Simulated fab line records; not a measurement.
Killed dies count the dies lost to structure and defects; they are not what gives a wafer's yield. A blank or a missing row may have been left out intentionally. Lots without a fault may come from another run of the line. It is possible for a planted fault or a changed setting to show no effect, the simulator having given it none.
Split-lot experiment ; flow rit_cmos ; 23 wafers read from 5 lots, route of 202 steps

== ON THE SPLIT ==
At RIT_PRETRO_IMPLANT_08, the setting energy_kev was moved away from the recipe's 45 on 10 of the 23 wafers read, by -5.6% to +2.5%. For the rest of the wafers, this setting stayed at what the recipe calls for.

The reading comes from the split's own step.

== THE READING ==
The simulator's own value implant.drp_nm, read by no gauge, in nm at RIT_PRETRO_IMPLANT_08. The file does not state a usual value for it.

wafer;tool, chamber at the split;energy_kev as run;against the recipe;implant.drp_nm, nm;against lot-mates on the recipe
L074.1;implanter-02, 0;46.13;+2.5%;55.89;+0.82
L074.3;implanter-02, 0;46.13;+2.5%;55.89;+0.82
L074.4;implanter-02, 0;45;recipe;55.07;-
L074.5;implanter-02, 0;45;recipe;55.07;-
L074.6;implanter-02, 0;45;recipe;55.07;-
L076.1;implanter-02, 0;46.08;+2.4%;55.85;+0.78
L076.2;implanter-02, 0;46.08;+2.4%;55.85;+0.78
L076.3;implanter-02, 0;45;recipe;55.07;-
L076.5;implanter-02, 0;45;recipe;55.07;-
L076.6;implanter-02, 0;45;recipe;55.07;-
L080.2;implanter-01, 0;45;recipe;55.07;-
L080.4;implanter-01, 0;45;recipe;55.07;-
L080.6;implanter-01, 0;45;recipe;55.07;-
L081.1;implanter-03, 0;42.47;-5.6%;53.2;-1.87
L081.3;implanter-03, 0;42.47;-5.6%;53.2;-1.87
L081.6;implanter-03, 0;42.47;-5.6%;53.2;-1.87
L081.4;implanter-03, 0;45;recipe;55.07;-
L081.5;implanter-03, 0;45;recipe;55.07;-
L084.1;implanter-03, 0;45;recipe;55.07;-
L084.4;implanter-03, 0;45;recipe;55.07;-
L084.2;implanter-03, 0;42.86;-4.8%;53.49;-1.58
L084.5;implanter-03, 0;42.86;-4.8%;53.49;-1.58
L084.6;implanter-03, 0;42.86;-4.8%;53.49;-1.58

THE FIT
A straight line over all 23 wafers: implant.drp_nm changes by +0.331 nm for each +1% of energy_kev; r = +1.00; the points scatter about the line by 0.0054 nm.
The same after taking each lot's own level away (the mean of its wafers on the recipe; 23 wafers): +0.331 nm for each +1%; r = +1.00; scatter 0.0054 nm.
Per that fit: largest energy_kev move, reading shift of 1.9 nm.
The lots' own levels span 55.070 to 55.070 nm.
The two slopes agree, so the slope changes little with the lot-to-lot level.
Check: -1.86 nm against its lot-mates is what the line predicts for one of the wafers moved furthest among these (-5.6%) when that wafer is left out of the fit. It came out at -1.87 nm against them.

== OTHER SPLITS APPLIED TO THESE WAFERS ==
Other splits were also applied to these wafers ahead of the reading. Each is held against what the fit with the lots' levels taken away leaves over:
other split on the same wafers;wafers away from the commonest value;r with implant.drp_nm (lot level and that fit taken away)
RIT_ACTIVE_CVD_03 time_s;15;+0.05
RIT_ACTIVE_ETCH_13 rf_w;10;+0.13
RIT_FOX1_OXIDATION_00 temp_c;5;+0.09
RIT_NWELL_IMPLANT_08 energy_kev;6;+0.01
RIT_PWELL_IMPLANT_08 energy_kev;10;-0.13
RIT_PRETRO_SOFTBAKE_02 temp_c;7;+0.14

== THE WHOLE CHAIN: every reading that the file lists as answering this split, in the file's order ==
step;what it does;reading;change (the file's fit);r (the file's)
RIT_PRETRO_IMPLANT_08;;implant.rp_nm (the simulator's own value, which no gauge read);+1.35 nm for each +1% of the setting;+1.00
RIT_PRETRO_IMPLANT_08;;implant.drp_nm (the simulator's own value, which no gauge read);+0.331 nm for each +1% of the setting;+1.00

== FILE'S OWN FIT ==
implant.drp_nm changes by +0.331 nm for each +1% of energy_kev, r = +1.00.
